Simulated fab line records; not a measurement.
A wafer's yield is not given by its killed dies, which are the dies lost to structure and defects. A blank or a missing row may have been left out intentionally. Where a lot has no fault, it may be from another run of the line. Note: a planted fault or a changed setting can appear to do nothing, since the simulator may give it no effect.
Which of the tools did it? ; flow rit-cmos ; 7 lots with 21 wafers sampled at 2 steps, on a route of 202 steps

WHAT THE GAUGES READ, wafer by wafer
RIT_CONTACT_THK_MEAS_01.
lot;measured;on;CONTACT_TEOS_THK (nm)
L881;day 3 19:58;film-metro-01;397 393 411
L883;day 4 07:13;film-metro-03;400 406 403
L886;day 4 18:47;film-metro-01;398 407 406
L888;day 5 12:40;film-metro-03;403 402 404
L890;day 5 16:40;film-metro-04;396 400 402
L892;day 6 00:45;film-metro-03;787 807 799
L894;day 6 09:05;film-metro-04;787 805 804

WHAT TOOL EACH LOT RAN ON (gives the tool, then ch and the chambers of the sampled wafers, and finally the start)
lot;RIT_CONTACT_CVD_00
L881;pecvd-01 ch 0,2, day 3 19:54
L883;pecvd-03 ch 0,1, day 4 07:08
L886;pecvd-02 ch 0,1,2, day 4 18:44
L888;pecvd-02 ch 0,2, day 5 12:37
L890;pecvd-01 ch 0,1,2, day 5 16:37
L892;pecvd-03 ch 0,2, day 6 00:29
L894;pecvd-03 ch 0,2, day 6 08:48
- RIT_CONTACT_CVD_00: deposits SiO2 from TEOS, target thk 400 nm, time 61 s.

THE ANSWER, worked out from the rows above alone
Rule: the usual values come from the lots themselves. The widest of any qualifying gaps counts: lots, ordered by their means at a reading, are off when they make up no more than a third of the lots, leave a main group of 4 or more, and stand apart from it by 3 or more times the standard deviation of that group's means. A main group is skipped when, at the precision printed for the reading in the tables above, its means are all equal. Also off: a lot with no number at a reading for which 4 or more lots have one. All remaining lots with rows at the step are treated as sound.
Off: L892, L894, at RIT_CONTACT_THK_MEAS_01 (CONTACT_TEOS_THK). Main group: mean 402 nm, sd 1.7.
A tool fits if, at a process step before that reading, it ran every lot that is off, and no sound lot after the first of them. Gauges at RIT_CONTACT_THK_MEAS_01: tried the same way as those tools. One candidate fits, namely pecvd-03 at RIT_CONTACT_CVD_00. A fault onset in the window from L883 (day 4 07:08, its last sound lot) to L892 (day 6 00:29, its first lot off) fits.

WHAT HAD BEEN PUT IN BY THE SIMULATOR
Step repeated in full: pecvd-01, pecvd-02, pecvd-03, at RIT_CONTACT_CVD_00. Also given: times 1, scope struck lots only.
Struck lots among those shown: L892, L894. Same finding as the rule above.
